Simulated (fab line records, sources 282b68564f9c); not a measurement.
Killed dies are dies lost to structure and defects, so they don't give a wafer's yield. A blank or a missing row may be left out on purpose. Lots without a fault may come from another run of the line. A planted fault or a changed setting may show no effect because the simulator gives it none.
Split-lot experiment | flow rit_cmos | 5 lots, 23 wafers read, on a route of 202 steps

THE SPLIT
At RIT_M1_SPUTTER_00 (material Al, target thk 400 nm, time 500 s), the setting time_s was moved away from the recipe's 500 s on 8 of the 23 wafers read, by -9.5% to +11.6%. The other wafers ran this setting at the recipe's value.

FROM THE SPLIT TO THE READING: what the file shows between them, 1 step
- RIT_M1_RS_MEAS_01: measures by four-point-probe

THE READING
M1_AL_THK, in nm, at RIT_M1_THK_MEAS_02 (measures by xrf). Fault-free wafers of this fab line usually give 400 nm, standard deviation 3.2 nm.

wafer  | tool, chamber at the split | time_s as run, s | against the recipe | M1_AL_THK, nm | against lot-mates on the recipe
L077.2 | pvd_sputter-04, -          | 500              | recipe             | 396           | -
L077.3 | pvd_sputter-04, -          | 500              | recipe             | 397           | -
L077.5 | pvd_sputter-04, -          | 500              | recipe             | 396           | -
L080.1 | pvd_sputter-02, -          | 500              | recipe             | 398           | -
L080.2 | pvd_sputter-02, -          | 452.3            | -9.5%              | 360           | -40
L080.3 | pvd_sputter-02, -          | 452.3            | -9.5%              | 362           | -38
L080.4 | pvd_sputter-02, -          | 500              | recipe             | 402           | -
L080.5 | pvd_sputter-02, -          | 452.3            | -9.5%              | 359           | -41
L083.1 | pvd_sputter-04, -          | 500              | recipe             | 405           | -
L083.2 | pvd_sputter-04, -          | 500              | recipe             | 403           | -
L083.3 | pvd_sputter-04, -          | 500              | recipe             | 400           | -
L083.4 | pvd_sputter-04, -          | 500              | recipe             | 402           | -
L083.5 | pvd_sputter-04, -          | 500              | recipe             | 404           | -
L084.1 | pvd_sputter-01, -          | 500              | recipe             | 397           | -
L084.3 | pvd_sputter-01, -          | 500              | recipe             | 398           | -
L084.4 | pvd_sputter-01, -          | 500              | recipe             | 402           | -
L084.5 | pvd_sputter-01, -          | 558              | +11.6%             | 442           | +43
L084.6 | pvd_sputter-01, -          | 558              | +11.6%             | 444           | +45
L085.1 | pvd_sputter-04, -          | 545.8            | +9.2%              | 441           | +34
L085.3 | pvd_sputter-04, -          | 500              | recipe             | 408           | -
L085.4 | pvd_sputter-04, -          | 500              | recipe             | 406           | -
L085.5 | pvd_sputter-04, -          | 545.8            | +9.2%              | 437           | +30
L085.6 | pvd_sputter-04, -          | 545.8            | +9.2%              | 440           | +33

THE FIT
A straight line over all 23 wafers: M1_AL_THK changes by +4.04 nm for each +1% of time_s; r = +0.99; the points scatter about the line by 3.7 nm.
The same after taking each lot's own level away (the mean of its wafers on the recipe; 23 wafers): +3.86 nm for each +1%; r = +1.00; scatter 2.1 nm.
On that fit, the largest move of time_s shifts the reading by 45 nm.
The lots' own levels span 396.3 to 407.0 nm, that is 3.3 times the standard deviation above.
So the lot-to-lot level changes the slope little: the two slopes agree.
Check: with one of the wafers moved furthest among these (+11.6%) left out of the fit, the line predicts +44.1 nm for it against its lot-mates. It came out at +43 nm against them.

THE WHOLE CHAIN: every reading that the file lists as answering this split, in the file's order
step               | what it does                               | reading                                                                     | change (the file's fit)               | r (the file's)
RIT_M1_SPUTTER_00  | material Al, target thk 400 nm, time 500 s | Al_of_M1_SPUTTER_00.thk_nm (the simulator's own value, which no gauge read) | +3.9 nm for each +1% of the setting   | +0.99
RIT_M1_RS_MEAS_01  | measures by four-point-probe               | M1_AL_RS                                                                    | -0.000699 for each +1% of the setting | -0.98
RIT_M1_THK_MEAS_02 | measures by xrf                            | M1_AL_THK                                                                   | +3.81 for each +1% of the setting     | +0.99

THE FILE'S OWN FIT
M1_AL_THK changes by +3.81 nm for each +1% of time_s, r = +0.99.
